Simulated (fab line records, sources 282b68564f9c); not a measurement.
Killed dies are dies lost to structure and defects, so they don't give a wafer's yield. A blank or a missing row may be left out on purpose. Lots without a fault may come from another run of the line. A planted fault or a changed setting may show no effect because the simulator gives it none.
fab line records | flow rit_cmos
record lots=5 wafers=15 last_day=7
route steps=202 shown SDANNEAL@156 PSD@157 NSD@158 PLDD@159 NLDD@160 SILICIDE@161 CONTACT@168 M1@184
lots that met no fault: from a run of the same line without faults
start_h: hours from the record's first day to the start of the lot's first wafer shown | wait_h: hours since the lot's step before | " the same as in the row above | L1.1+2: a row that stands for several wafers | - no value, or no start given | * or withheld: withheld | < > ~ a bound
route shown NAME@n: a module of which the file shows steps, and the number in the route of the first | usual: mean/standard deviation of fault-free wafers | same: alike in all rows | chamber/n: place in a boat | sites: the reading at each site | _std_site: their standard deviation | _edge_site: outer sites' mean less inner sites' | radius_mm: how far each site lies from the wafer's centre | mask NAME#n: copy n | behind: the tool/chamber that last shaped the wafer | hold: why the lot was held/for how many hours/how that ended | device: the transistor (n, p or np) that didn't switch | end of line: the same wafers' tests at the end of the route | a step without rows: its recipe alone | killed: dies lost to structure and defects at the first sort, not the wafer's yield | map: a wafer's dies, x killed, . not, _ none there
set.NAME: the setting as run; set.NAME@STEP: as run at that earlier step | model.NAME: the simulator's own value behind a step, which no gauge read
lots at some steps of the route; a table a step, a row a wafer
services: from which hour (start_h, from the record's first day; less than 0 if before it) a tool's chamber was out of use, for how many hours, and why
## steps
# step RIT_SDANNEAL_RTA_03
# recipe temp_c=1050 time_s=5 idle_temp_c=600 ramp_up_c_per_s=342 ramp_down_c_per_s=171 cool_to_c=600 ambient=N2
# usual ramp_down_c_per_s=171.00/0.032 wafer_temp_C_max=1053.5/1.1
# columns lot.wafer tool chamber start_h wait_h ramp_down_c_per_s wafer_temp_C_max
L202.3 rtp_anneal-01 0 62.01 0.0 170.99 1054.4
L202.5 " 0 " " 170.97 1052.2
L202.6 " 0 " " 170.98 1055.5
L204.2 rtp_anneal-01 0 71.54 0.0 171.02 1053.2
L204.3 " 0 " " 170.96 1054.2
L204.4 " 0 " " 171.00 1053.0
L216.3 rtp_anneal-01 0 128.20 0.0 170.99 1055.0
L216.4 " 0 " " 170.99 1054.4
L216.5 " 0 " " 171.00 1052.7
L217.1 rtp_anneal-02 0 130.40 0.0 170.94 1053.7
L217.4 " 0 " " 170.96 1052.1
L217.5 " 0 " " 170.99 1055.0
L221.1 rtp_anneal-02 0 154.93 0.0 170.96 1052.2
L221.3 " 0 " " 170.97 1053.2
L221.6 " 0 " " 171.06 1056.2
# step RIT_SDANNEAL_RS_MEAS_04
# recipe thk_meas_gauge=four-point-probe
# usual PSD_RS=115.79/0.26
# columns lot.wafer tool chamber start_h wait_h PSD_RS[ohm/sq]
L202.3 film_metro-01 - 62.09 0.1 116.10
L202.5 " - " " 115.50
L202.6 " - " " 115.84
L204.2 film_metro-02 - 71.61 0.1 116.17
L204.3 " - " " 116.07
L204.4 " - " " 115.97
L216.3 film_metro-01 - 128.28 0.1 116.11
L216.4 " - " " 115.79
L216.5 " - " " 115.90
L217.1 film_metro-01 - 130.46 0.0 115.89
L217.4 " - " " 115.56
L217.5 " - " " 115.69
L221.1 film_metro-03 - 154.98 0.0 115.34
L221.3 " - " " 115.31
L221.6 " - " " 115.42
# step RIT_SDANNEAL_RS_MEAS_05
# recipe thk_meas_gauge=four-point-probe
# usual NSD_RS=84.50/0.28
# columns lot.wafer tool chamber start_h wait_h NSD_RS[ohm/sq]
L202.3 film_metro-01 - 62.21 0.1 84.72
L202.5 " - " " 85.11
L202.6 " - " " 84.63
L204.2 film_metro-02 - 71.73 0.1 84.03
L204.3 " - " " 84.15
L204.4 " - " " 84.06
L216.3 film_metro-01 - 128.40 0.1 84.48
L216.4 " - " " 84.32
L216.5 " - " " 84.45
L217.1 film_metro-01 - 130.58 0.1 84.80
L217.4 " - " " 84.63
L217.5 " - " " 84.46
L221.1 film_metro-03 - 155.10 0.1 84.39
L221.3 " - " " 84.40
L221.6 " - " " 84.20
# step RIT_SDANNEAL_RS_MEAS_06
# recipe thk_meas_gauge=four-point-probe
# usual PLDD_RS=178.5/0.51
# columns lot.wafer tool chamber start_h wait_h PLDD_RS[ohm/sq]
L202.3 film_metro-01 - 62.33 0.1 178.8
L202.5 " - " " 178.6
L202.6 " - " " 178.4
L204.2 film_metro-02 - 71.85 0.1 179.0
L204.3 " - " " 179.2
L204.4 " - " " 178.9
L216.3 film_metro-01 - 128.52 0.1 178.2
L216.4 " - " " 178.0
L216.5 " - " " 178.6
L217.1 film_metro-01 - 130.70 0.1 178.9
L217.4 " - " " 178.6
L217.5 " - " " 178.3
L221.1 film_metro-03 - 155.22 0.1 177.7
L221.3 " - " " 177.5
L221.6 " - " " 178.1
# step RIT_SDANNEAL_RS_MEAS_07
# recipe thk_meas_gauge=four-point-probe
# usual NLDD_RS=151.5/0.64
# columns lot.wafer tool chamber start_h wait_h NLDD_RS[ohm/sq]
L202.3 film_metro-01 - 62.45 0.1 152.1
L202.5 " - " " 152.0
L202.6 " - " " 152.0
L204.2 film_metro-02 - 71.97 0.1 151.5
L204.3 " - " " 150.9
L204.4 " - " " 152.0
L216.3 film_metro-01 - 128.64 0.1 151.1
L216.4 " - " " 150.9
L216.5 " - " " 150.9
L217.1 film_metro-01 - 130.82 0.1 152.8
L217.4 " - " " 152.3
L217.5 " - " " 152.7
L221.1 film_metro-03 - 155.34 0.1 151.3
L221.3 " - " " 150.9
L221.6 " - " " 151.0
# step RIT_SILICIDE_WET_ETCH_00
# recipe chemistry=BOE target=SiO2 target_depth_nm=14 time_s=15 dry=n2_spin dilution=10:1 temp_c=21.5
# step RIT_SILICIDE_SPUTTER_01
# recipe material=Ti target_thk_nm=30 power_w=350 chamber_pressure_pa=0.667 gas=Ar time_s=240 substrate_temp_c=25
# step RIT_SILICIDE_RS_MEAS_02
# recipe thk_meas_gauge=four-point-probe reads=Ti_of_SILICIDE_SPUTTER_01
# usual SILICIDE_TI_RS=48.2/0.64
# columns lot.wafer tool chamber start_h wait_h SILICIDE_TI_RS[ohm/sq]
L202.3 film_metro-03 - 62.73 0.1 48.0
L202.5 " - " " 48.3
L202.6 " - " " 49.4
L204.2 film_metro-04 - 72.25 0.1 47.8
L204.3 " - " " 47.9
L204.4 " - " " 47.5
L216.3 film_metro-02 - 128.93 0.1 48.6
L216.4 " - " " 46.9
L216.5 " - " " 47.2
L217.1 film_metro-04 - 131.10 0.1 48.8
L217.4 " - " " 48.5
L217.5 " - " " 49.1
L221.1 film_metro-04 - 155.63 0.1 47.8
L221.3 " - " " 47.5
L221.6 " - " " 48.1
# step RIT_SILICIDE_THK_MEAS_03
# recipe thk_meas_gauge=xrf reads=Ti_of_SILICIDE_SPUTTER_01
# usual SILICIDE_TI_THK=29.7/0.32
# columns lot.wafer tool chamber start_h wait_h SILICIDE_TI_THK[nm]
L202.3 film_metro-03 - 62.83 0.1 29.7
L202.5 " - " " 29.5
L202.6 " - " " 29.0
L204.2 film_metro-04 - 72.36 0.1 29.9
L204.3 " - " " 30.0
L204.4 " - " " 30.1
L216.3 film_metro-02 - 129.03 0.1 29.5
L216.4 " - " " 30.4
L216.5 " - " " 30.3
L217.1 film_metro-04 - 131.22 0.1 29.5
L217.4 " - " " 29.7
L217.5 " - " " 29.1
L221.1 film_metro-04 - 155.75 0.1 29.9
L221.3 " - " " 30.1
L221.6 " - " " 29.6
# step RIT_SILICIDE_RTA_04
# recipe temp_c=650 time_s=10 idle_temp_c=25 ramp_up_s=5 ramp_down_s=5 cool_to_c=25 ambient=N2
# usual wafer_temp_C_max=652.8/0.77
# columns lot.wafer tool chamber start_h wait_h wafer_temp_C_max
L202.3 rtp_anneal-02 0 62.92 0.1 652.4
L202.5 " 0 " " 652.6
L202.6 " 0 " " 653.0
L204.2 rtp_anneal-02 0 72.43 0.1 652.5
L204.3 " 0 " " 652.4
L204.4 " 0 " " 652.9
L216.3 rtp_anneal-02 0 129.10 0.1 652.5
L216.4 " 0 " " 652.0
L216.5 " 0 " " 652.9
L217.1 rtp_anneal-01 0 131.28 0.1 654.0
L217.4 " 0 " " 653.5
L217.5 " 0 " " 652.5
L221.1 rtp_anneal-01 0 155.81 0.1 653.8
L221.3 " 0 " " 653.9
L221.6 " 0 " " 654.2
# step RIT_SILICIDE_WET_ETCH_05
# recipe chemistry=SPM target=Ti temp_c=90 time_s=120 dry=n2_spin
# step RIT_SILICIDE_RTA_06
# recipe temp_c=750 time_s=10 idle_temp_c=25 ramp_up_s=5 ramp_down_s=10 cool_to_c=25 ambient=N2
# usual wafer_temp_C_max=752.9/0.79
# columns lot.wafer tool chamber start_h wait_h wafer_temp_C_max
L202.3 rtp_anneal-01 0 63.07 0.0 754.0
L202.5 " 0 " " 753.0
L202.6 " 0 " " 753.4
L204.2 rtp_anneal-01 0 72.53 0.0 754.2
L204.3 " 0 " " 753.3
L204.4 " 0 " " 752.9
L216.3 rtp_anneal-01 0 129.21 0.0 753.1
L216.4 " 0 " " 754.3
L216.5 " 0 " " 753.5
L217.1 rtp_anneal-02 0 131.39 0.0 752.5
L217.4 " 0 " " 751.5
L217.5 " 0 " " 752.5
L221.1 rtp_anneal-02 0 155.92 0.0 752.5
L221.3 " 0 " " 753.3
L221.6 " 0 " " 751.4
# step RIT_CONTACT_CVD_00
# recipe material=SiO2 target_thk_nm=400 precursor=TEOS temp_c=390 time_s=61 rf_w=400
# usual heater_power_w=313/55 rf_fwd_power_W=396.7/1.6 run_length_s=88.6/0.52
# columns lot.wafer tool chamber start_h wait_h heater_power_w rf_fwd_power_W run_length_s model.SiO2_of_CONTACT_CVD_00.thk_nm
L202.3 pecvd-02 2 63.11 0.0 280 397.2 87.6 397.3
L202.5 " 1 " " 292 396.8 88.0 406
L202.6 " 0 " " 422 393.1 88.2 409.5
L204.2 pecvd-04 0 72.59 0.0 307 397.1 89.2 397.9
L204.3 " 2 " " 366 397.7 88.0 403.7
L204.4 " 1 " " 342 395.8 88.2 413.5
L216.3 pecvd-04 2 129.25 0.0 388 396.4 88.8 403.7
L216.4 " 0 " " 307 - 75.5 317.3
L216.5 " 2 " " 387 396.8 87.8 404.2
L217.1 pecvd-02 1 131.45 0.1 278 397.0 88.4 401.8
L217.4 " 1 " " 287 396.0 88.5 406.3
L217.5 " 0 " " 439 395.5 88.4 411.3
L221.1 pecvd-03 1 155.99 0.1 253 397.6 89.5 395.1
L221.3 " 2 " " 268 396.3 89.3 399.1
L221.6 " 1 " " 269 398.4 89.8 397.7
# step RIT_CONTACT_THK_MEAS_01
# recipe reads=SiO2_of_CONTACT_CVD_00
# usual CONTACT_TEOS_THK=402/5.1
# columns lot.wafer tool chamber start_h wait_h hold CONTACT_TEOS_THK[nm]
L202.3 film_metro-02 - 63.18 0.0 - 397
L202.5 " - " " - 406
L202.6 " - " " - 410
L204.2 film_metro-01 - 72.65 0.0 - 398
L204.3 " - " " - 404
L204.4 " - " " - 413
L216.3 film_metro-04 - 129.32 0.0 await_dispo/0.2h/release 404
L216.4 " - " " await_dispo/0.2h/release 317
L216.5 " - " " await_dispo/0.2h/release 404
L216.3 film_metro-04 - 129.55 0.2 - 404
L216.4 " - " " - 317
L216.5 " - " " - 404
L217.1 film_metro-02 - 131.50 0.0 - 402
L217.4 " - " " - 406
L217.5 " - " " - 411
L221.1 film_metro-02 - 156.04 0.0 - 395
L221.3 " - " " - 399
L221.6 " - " " - 398
# step RIT_CONTACT_COAT_03
# recipe resist=NOVOLAK spin_rpm=3250 resist_thk_nm=1000
# step RIT_CONTACT_SOFTBAKE_04
# recipe resist=NOVOLAK temp_c=90 time_s=60
# step RIT_CONTACT_EXPOSE_05
# recipe mask_id=M11 na=0.6 source_shape=conventional sigma_outer=0.5 target_cd_nm=1000 dose_mj=250
# step RIT_CONTACT_PEB_06
# recipe resist=NOVOLAK temp_c=withheld time_s=withheld
# step RIT_CONTACT_DEVELOP_07
# recipe resist=NOVOLAK develop_time_s=120 dev_temp_c=23
# step RIT_CONTACT_CD_MEAS_08
# recipe target_cd_nm=1000
# usual cd_nm=999.8/2.1
# columns lot.wafer tool chamber start_h wait_h cd_nm
L202.3 cd_sem-01 - 64.37 - 1001.0
L202.5 " - " " 998.4
L202.6 " - " " 999.9
L204.2 cd_sem-01 - 73.81 - 1004.3
L204.3 " - " " 1003.7
L204.4 " - " " 1002.7
L216.3 cd_sem-01 - 131.91 - 998.4
L216.4 " - " " 998.3
L216.5 " - " " 999.3
L217.1 cd_sem-01 - 132.53 - 1000.1
L217.4 " - " " 1001.9
L217.5 " - " " 1001.3
L221.1 cd_sem-01 - 157.07 - 999.2
L221.3 " - " " 1001.0
L221.6 " - " " 1001.0
# step RIT_CONTACT_OVL_MEAS_09
# usual CONTACT_OVL=0.6/1.3
# columns lot.wafer tool chamber start_h wait_h CONTACT_OVL[nm]
L202.3 overlay-02 - 64.46 0.1 1.0
L202.5 " - " " 1.0
L202.6 " - " " 2.0
L204.2 overlay-01 - 73.92 0.1 1.7
L204.3 " - " " 0.4
L204.4 " - " " 2.0
L216.3 overlay-02 - 132.00 0.1 1.0
L216.4 " - " " -1.2
L216.5 " - " " 0.6
L217.1 overlay-02 - 132.65 0.1 1.5
L217.4 " - " " 0.2
L217.5 " - " " 0.9
L221.1 overlay-01 - 157.19 0.1 0.8
L221.3 " - " " 0.1
L221.6 " - " " 0.1
# step RIT_CONTACT_HARDBAKE_10
# recipe resist=NOVOLAK temp_c=140 time_s=60
# step RIT_CONTACT_ETCH_11
# recipe target_depth_a=4800 over_etch_frac=0.2 stop_on=TiSi2 chemistry=CHF3/CF4/Ar target=SiO2 CHF3_flow_sccm=50 cf4_flow_sccm=10 Ar_flow_sccm=100 O2_flow_sccm=5 pressure_mtorr=100 rf_w=200 time_s=320
# usual cf4_flow_sccm=10.000/0.028 drypump_motor_current_A=5.7/0.48 oes_product_au=0.989/0.015 rf_fwd_power_W=199.7/0.54 throttle_valve_pct=8.80/0.1
# columns lot.wafer tool chamber start_h wait_h cf4_flow_sccm drypump_motor_current_A oes_product_au rf_fwd_power_W rf_hours_counter_h throttle_valve_pct model.CONTACT.feature_depth_nm model.etch.depth_nm
L202.3 rie_diel-02 0 64.93 0.1 10.012 5.1 0.984 200.2 135 8.81 397.3 397.3
L202.5 " 2 " " 10.027 6.4 1.013 199.8 - 8.81 406 406
L202.6 " 3 " " 10.052 6.5 0.985 199.6 - 8.86 409.5 409.5
L204.2 rie_diel-04 2 74.10 0.1 9.992 5.5 0.971 200.0 6 8.78 397.9 397.9
L204.3 " 0 " " 10.071 5.5 0.992 199.1 12 8.98 403.7 403.7
L204.4 " 1 " " 9.985 5.8 0.973 199.0 4 8.82 413.5 413.5
L216.3 rie_diel-02 3 132.24 0.1 9.956 6.5 0.987 199.1 8 8.86 403.7 403.7
L216.4 " 1 " " 10.023 5.7 1.002 199.0 5 8.80 317.3 317.3
L216.5 " 1 " " 10.005 5.7 1.008 199.4 - 8.81 404.2 404.2
L217.1 rie_diel-03 1 132.84 0.1 10.000 5.5 0.988 199.8 34 8.93 401.8 401.8
L217.4 " 1 " " 9.977 5.5 0.985 200.7 - 8.93 406.3 406.3
L217.5 " 2 " " 10.017 4.9 0.983 199.9 - 8.75 411.3 411.3
L221.1 rie_diel-02 3 157.37 0.1 10.007 6.5 0.989 199.7 8 8.87 395.1 395.1
L221.3 " 0 " " 9.968 5.1 0.982 199.5 137 8.81 399.1 399.1
L221.6 " 1 " " 10.007 5.7 1.007 200.1 - 8.81 397.7 397.7
# step RIT_CONTACT_STRIP_12
# recipe chemistry=O2 time_s=180 resist=NOVOLAK platen_temp_c=withheld power_w=500 pressure_mtorr=4000 o2_flow_sccm=4000
# usual drypump_motor_current_A=5.5/0.41 o2_flow_sccm=4001/11 rf_refl_power_W=7.6/1.6
# columns lot.wafer tool chamber start_h wait_h drypump_motor_current_A o2_flow_sccm rf_hours_counter_h rf_refl_power_W
L202.3 plasma_asher-04 1 65.18 0.2 6.1 3991 - 9.3
L202.5 " 0 " " 5.3 4004 - 5.5
L202.6 " 1 " " 6.1 3976 - 9.2
L204.2 plasma_asher-04 0 74.29 0.1 5.3 4012 42 5.4
L204.3 " 0 " " 5.3 3999 - 5.4
L204.4 " 1 " " 6.0 4023 - 9.5
L216.3 plasma_asher-04 0 132.49 0.2 5.3 4006 - 5.2
L216.4 " 1 " " 6.1 4005 - 8.8
L216.5 " 1 " " 6.1 4005 - 9.5
L217.1 plasma_asher-03 1 133.03 0.1 6.1 4000 1 9.4
L217.4 " 1 " " 6.1 3994 - 9.3
L217.5 " 0 " " 5.2 4000 - 6.4
L221.1 plasma_asher-04 0 157.57 0.1 5.3 3995 51 5.3
L221.3 " 1 " " 6.1 3992 - 9.4
L221.6 " 1 " " 6.1 4010 - 9.6
# step RIT_CONTACT_CD_MEAS_90
# recipe target_cd_nm=1000
# usual cd_nm=999.8/2.1
# columns lot.wafer tool chamber start_h wait_h cd_nm
L202.3 cd_sem-01 - 65.34 0.1 1000.4
L202.5 " - " " 999.4
L202.6 " - " " 999.5
L204.2 cd_sem-02 - 74.49 0.1 1004.6
L204.3 " - " " 1003.6
L204.4 " - " " 1001.9
L216.3 cd_sem-02 - 132.65 0.1 997.9
L216.4 " - " " 998.4
L216.5 " - " " 999.4
L217.1 cd_sem-01 - 133.21 0.1 999.3
L217.4 " - " " 1001.4
L217.5 " - " " 1000.9
L221.1 cd_sem-02 - 157.74 0.1 999.9
L221.3 " - " " 1001.3
L221.6 " - " " 1000.7
# step RIT_CONTACT_CLEAN_13
# recipe chemistry=SC1 mix=3:3:50 time_s=600 temp_c=75
# step RIT_CONTACT_CLEAN_14
# recipe chemistry=SC2 mix=3:3:50 time_s=600 temp_c=75 dry=n2_spin
# step RIT_M1_SPUTTER_00
# recipe material=Al target_thk_nm=400 power_w=2000 chamber_pressure_pa=0.4 gas=Ar time_s=500 substrate_temp_c=25
# usual throttle_valve_pct=29.8/0.95
# columns lot.wafer tool chamber start_h wait_h throttle_valve_pct
L202.3 pvd_sputter-01 - 65.77 0.0 30.5
L202.5 " - " " 30.1
L202.6 " - " " 30.7
L204.2 pvd_sputter-01 - 74.97 0.0 29.3
L204.3 " - " " 30.2
L204.4 " - " " 30.5
L216.3 pvd_sputter-02 - 133.09 0.0 30.5
L216.4 " - " " 29.8
L216.5 " - " " 30.0
L217.1 pvd_sputter-03 - 133.68 0.0 29.4
L217.4 " - " " 28.0
L217.5 " - " " 30.3
L221.1 pvd_sputter-03 - 158.23 0.0 29.1
L221.3 " - " " 31.3
L221.6 " - " " 28.1
# step RIT_M1_RS_MEAS_01
# recipe thk_meas_gauge=four-point-probe reads=Al_of_M1_SPUTTER_00
# usual M1_AL_RS=0.0738/0.00083
# columns lot.wafer tool chamber start_h wait_h M1_AL_RS[ohm/sq]
L202.3 film_metro-02 - 66.11 0.2 0.0737
L202.5 " - " " 0.0740
L202.6 " - " " 0.0742
L204.2 film_metro-02 - 75.28 0.2 0.0739
L204.3 " - " " 0.0746
L204.4 " - " " 0.0750
L216.3 film_metro-02 - 133.54 0.3 0.0730
L216.4 " - " " 0.0735
L216.5 " - " " 0.0729
L217.1 film_metro-01 - 133.97 0.1 0.0746
L217.4 " - " " 0.0747
L217.5 " - " " 0.0761
L221.1 film_metro-01 - 158.52 0.1 0.0728
L221.3 " - " " 0.0729
L221.6 " - " " 0.0725
# step RIT_M1_THK_MEAS_02
# recipe thk_meas_gauge=xrf reads=Al_of_M1_SPUTTER_00
# usual M1_AL_THK=397/4.5
# columns lot.wafer tool chamber start_h wait_h M1_AL_THK[nm]
L202.3 film_metro-02 - 66.21 0.1 400
L202.5 " - " " 394
L202.6 " - " " 395
L204.2 film_metro-02 - 75.39 0.1 396
L204.3 " - " " 390
L204.4 " - " " 391
L216.3 film_metro-02 - 133.64 0.1 400
L216.4 " - " " 399
L216.5 " - " " 400
L217.1 film_metro-01 - 134.09 0.1 393
L217.4 " - " " 393
L217.5 " - " " 387
L221.1 film_metro-01 - 158.64 0.1 401
L221.3 " - " " 403
L221.6 " - " " 404
# step RIT_M1_HMDS_03
# recipe prime_time_s=60 prime_temp_c=140
# step RIT_M1_COAT_04
# recipe resist=NOVOLAK spin_rpm=2000 resist_thk_nm=1300
# step RIT_M1_SOFTBAKE_05
# recipe resist=NOVOLAK temp_c=90 time_s=60
# step RIT_M1_EXPOSE_06
# recipe mask_id=M12 na=0.6 source_shape=conventional sigma_outer=0.5 target_cd_nm=2600 dose_mj=250
# step RIT_M1_PEB_07
# recipe resist=NOVOLAK temp_c=withheld time_s=withheld
# step RIT_M1_DEVELOP_08
# recipe resist=NOVOLAK develop_time_s=68 dev_temp_c=23
# step RIT_M1_CD_MEAS_09
# recipe target_cd_nm=2600
# usual cd_nm=2600.6/1.8
# columns lot.wafer tool chamber start_h wait_h cd_nm
L202.3 cd_sem-01 - 67.17 - 2599.4
L202.5 " - " " 2599.5
L202.6 " - " " 2599.1
L204.2 cd_sem-01 - 76.47 - 2597.5
L204.3 " - " " 2599.9
L204.4 " - " " 2602.0
L217.1 cd_sem-02 - 135.09 - 2598.8
L217.4 " - " " 2598.5
L217.5 " - " " 2598.5
L216.3 cd_sem-02 - 135.25 - 2600.3
L216.4 " - " " 2599.0
L216.5 " - " " 2600.0
L221.1 cd_sem-01 - 159.59 - 2599.0
L221.3 " - " " 2599.4
L221.6 " - " " 2601.7
# step RIT_M1_OVL_MEAS_10
# usual M1_OVL=0.3/1.5
# columns lot.wafer tool chamber start_h wait_h M1_OVL[nm]
L202.3 overlay-02 - 67.26 0.1 -0.6
L202.5 " - " " -0.6
L202.6 " - " " -0.8
L204.2 overlay-01 - 76.57 0.1 -1.5
L204.3 " - " " -1.3
L204.4 " - " " 0.2
L217.1 overlay-02 - 135.21 0.1 -2.1
L217.4 " - " " -2.1
L217.5 " - " " 0.0
L216.3 overlay-02 - 135.35 0.1 1.1
L216.4 " - " " 1.7
L216.5 " - " " 0.2
L221.1 overlay-02 - 159.71 0.1 1.2
L221.3 " - " " 0.5
L221.6 " - " " 1.1
# step RIT_M1_HARDBAKE_11
# recipe resist=NOVOLAK temp_c=140 time_s=120
# step RIT_M1_METAL_ETCH_12
# recipe stop_on=SiO2 chemistry=Cl2/BCl3 target=Al time_s=165 over_etch_frac=0.5 pressure_mtorr=100 target_depth_a=6000 rf_w=250 Cl2_flow_sccm=60 bcl3_flow_sccm=50
# usual drypump_motor_current_A=5.5/0.34 oes_product_au=0.774/0.014 rf_fwd_power_W=249.3/0.73 throttle_valve_pct=8.29/0.15
# columns lot.wafer tool chamber start_h wait_h drypump_motor_current_A oes_product_au rf_fwd_power_W rf_hours_counter_h throttle_valve_pct model.SiO2_of_CONTACT_CVD_00.thk_nm
L202.3 rie_metal-02 0 67.59 0.2 5.2 0.760 249.9 - 8.31 361.3
L202.5 " 0 " " 5.2 0.750 250.8 - 8.33 370.4
L202.6 " 1 " " 6.1 0.803 249.6 - 8.24 372.4
L204.2 rie_metal-03 1 76.85 0.2 5.3 0.782 248.9 3 8.02 360.7
L204.3 " 1 " " 5.3 0.780 250.6 - 8.03 366.5
L204.4 " 0 " " 5.0 0.764 248.9 - 8.26 377
L217.1 rie_metal-01 1 135.50 0.2 5.7 0.779 248.0 5 8.51 365.7
L217.4 " 1 " " 5.7 0.771 249.4 - 8.50 370.4
L217.5 " 1 " " 5.7 0.773 248.6 - 8.50 375
L216.3 rie_metal-03 1 135.73 0.2 5.3 0.792 249.4 - 8.02 366.7
L216.4 " 0 " " 5.0 0.776 250.5 - 8.27 281.1
L216.5 " 1 " " 5.2 0.779 249.5 - 8.04 367.2
L221.1 rie_metal-02 1 159.99 0.2 6.1 0.772 249.4 0 8.25 357.7
L221.3 " 1 " " 6.1 0.758 249.2 - 8.24 361.9
L221.6 " 0 " " 5.2 0.766 249.2 - 8.33 361.5
# step RIT_M1_STRIP_13
# recipe chemistry=nmp resist=NOVOLAK temp_c=80 time_s=600 dry=n2_spin
# step RIT_M1_PROBE_99
# usual killed_at_contacts=0.1/0.3 killed_at_front_end=7/3.3 killed_dies=7/3.3 killed_on_rim=2.2/1.4 killed_open=3.8/2.3 killed_short=3.5/2.1
# same gross_dies=264 killed_at_M0_to_M3=0 killed_at_M4_up=0 killed_at_back_side=0 killed_at_other=0
# columns lot.wafer tool chamber start_h wait_h killed_at_contacts killed_at_front_end killed_dies killed_on_rim killed_open killed_short
L202.3 prober-01 - 69.90 0.2 0 5 5 3 0 5
L202.5 prober-01 - 70.00 0.2 0 4 4 1 2 2
L202.6 prober-01 - 70.05 0.2 0 9 9 2 6 3
L204.2 prober-01 - 79.16 0.1 0 4 4 0 1 3
L204.3 prober-01 - 79.21 0.2 0 12 12 7 5 7
L204.4 prober-01 - 79.26 0.2 0 4 4 2 2 2
L217.1 prober-01 - 137.75 0.1 0 9 9 3 3 5
L217.4 prober-01 - 137.90 0.2 0 13 13 6 3 9
L217.5 prober-01 - 137.95 0.2 0 6 6 2 3 3
L216.3 prober-01 - 138.03 0.2 0 7 7 2 4 3
L216.4 prober-01 - 138.08 0.2 1 3 4 1 3 1
L216.5 prober-01 - 138.13 0.2 0 12 12 5 10 2
L221.1 prober-01 - 162.25 0.1 0 10 10 3 8 2
L221.3 prober-01 - 162.35 0.2 1 6 7 2 1 6
L221.6 prober-01 - 162.50 0.2 0 9 9 0 7 2
# killed by level:class
L202.3 REOX:geometric_particle:short=3 FOX1:geometric_particle:short=1 SILICIDE:geometric_particle:short=1
L202.5 FOX1:geometric_particle:short=1 GATE:geometric_particle:open=1 GATE:geometric_particle:short=1 REOX:geometric_particle:open=1
L202.6 GATE:geometric_particle:open=5 GATE:geometric_particle:short=1 REOX:geometric_particle:short=1 REOX:geometric_particle:open=1 SILICIDE:geometric_particle:short=1
L204.2 GATE:geometric_particle:short=2 GATE:geometric_particle:open=1 SPACER:geometric_particle:short=1
L204.3 GATE:geometric_particle:short=6 GATE:geometric_particle:open=3 FOX1:geometric_particle:open=1 FOX2:geometric_particle:open=1 REOX:geometric_particle:short=1
L204.4 FOX2:geometric_particle:short=1 REOX:geometric_particle:open=1 SPACER:geometric_particle:open=1 SILICIDE:geometric_particle:short=1
L217.1 GATE:geometric_particle:short=3 REOX:geometric_particle:open=2 FOX1:geometric_particle:open=1 REOX:geometric_particle:short=1 SPACER:geometric_particle:short=1 NSD:coat_microbubble_printed=1
L217.4 FOX1:geometric_particle:short=3 REOX:geometric_particle:short=3 GATE:geometric_particle:short=2 GATE:geometric_particle:open=2 FOX1:geometric_particle:open=1 SILICIDE:geometric_particle:short=1 NSD:coat_microbubble_printed=1
L217.5 FOX1:geometric_particle:open=1 FOX2:geometric_particle:short=1 GATE:geometric_particle:open=1 REOX:geometric_particle:open=1 REOX:geometric_particle:short=1 SPACER:geometric_particle:short=1
L216.3 REOX:geometric_particle:open=3 REOX:geometric_particle:short=2 SPACER:geometric_particle:short=1 SPACER:geometric_particle:open=1
L216.4 GATE:geometric_particle:open=1 REOX:geometric_particle:open=1 SILICIDE:geometric_particle:open=1 CONTACT:geometric_particle:short=1
L216.5 GATE:geometric_particle:open=5 FOX1:geometric_particle:open=2 SILICIDE:geometric_particle:open=2 GATE:geometric_particle:short=1 REOX:geometric_particle:open=1 SPACER:geometric_particle:short=1
L221.1 GATE:geometric_particle:open=3 REOX:geometric_particle:open=3 FOX1:geometric_particle:short=1 FOX1:geometric_particle:open=1 REOX:geometric_particle:short=1 SPACER:geometric_particle:open=1
L221.3 GATE:geometric_particle:short=2 REOX:geometric_particle:short=2 GATE:geometric_particle:open=1 SPACER:geometric_particle:short=1 CONTACT:geometric_particle:short=1
L221.6 GATE:geometric_particle:open=3 SPACER:geometric_particle:open=3 FOX2:geometric_particle:open=1 GATE:geometric_particle:short=1 SPACER:geometric_particle:short=1
## services
# columns tool chamber start_h hours kind
rtp_anneal-02 - 45.17 2.7 pm
rie_diel-02 3 47.18 3.2 repair
pecvd-04 - 61.48 6.0 pm
pecvd-04 - 73.50 5.5 pm
rie_metal-02 - 74.31 1.8 repair
rie_metal-02 - 83.32 1.4 pm
rie_diel-04 3 86.84 2.3 repair
plasma_asher-03 - 86.96 2.8 repair
plasma_asher-03 - 108.75 9.0 pm
pvd_sputter-01 - 121.86 6.6 repair
rie_diel-04 0 125.20 9.8 repair
rie_diel-04 - 128.07 13.8 repair
rie_diel-04 3 129.12 3.5 repair
rie_diel-03 3 131.54 16.4 repair
rie_metal-02 - 136.12 20.0 pm
rie_metal-02 0 136.12 20.0 vent_cycle
rie_metal-02 1 136.12 20.0 vent_cycle
plasma_asher-04 - 136.28 2.8 pm
pvd_sputter-01 - 137.30 0.7 repair
rie_diel-02 2 141.63 17.9 repair
rie_metal-02 0 156.12 - clean
rie_metal-02 1 156.12 - clean
rie_diel-03 2 157.16 2.7 repair
rie_diel-04 2 157.16 4.5 repair
## key
first_sign step=RIT_CONTACT_CVD_00 reading=run_length_s direction=down sigmas=25 usual=* struck=*
effect step=RIT_CONTACT_THK_MEAS_01 reading=visit direction=added
effect step=RIT_CONTACT_THK_MEAS_01 reading=CONTACT_TEOS_THK direction=down sigmas=17 usual=402 struck=317
model_effect step=RIT_CONTACT_CVD_00 value=SiO2_of_CONTACT_CVD_00.thk_nm without=406.8 struck=317.3
model_effect step=RIT_CONTACT_ETCH_11 value=CONTACT.feature_depth_nm without=406.8 struck=317.3
model_effect step=RIT_M1_METAL_ETCH_12 value=SiO2_of_CONTACT_CVD_00.thk_nm without=370.6 struck=281.1
met_at RIT_CONTACT_CVD_00
struck_wafers L216.4
tester_left_out L216
onset_between 72.59 129.25
fault kind=process_parameter_drift tool=pecvd-04 chamber=0 onset_h=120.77 steps=RIT_CONTACT_CVD_00 channel=time_s offset=* shape=step end_h=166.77 stated=*
# tester_left_out: of these lots the tester's yield and bins aren't shown, on N5 and GAA mostly nor the transistor test; their killed dies are dies lost to structure and defects alone, not to doping, threshold or leakage, so they don't give the yield
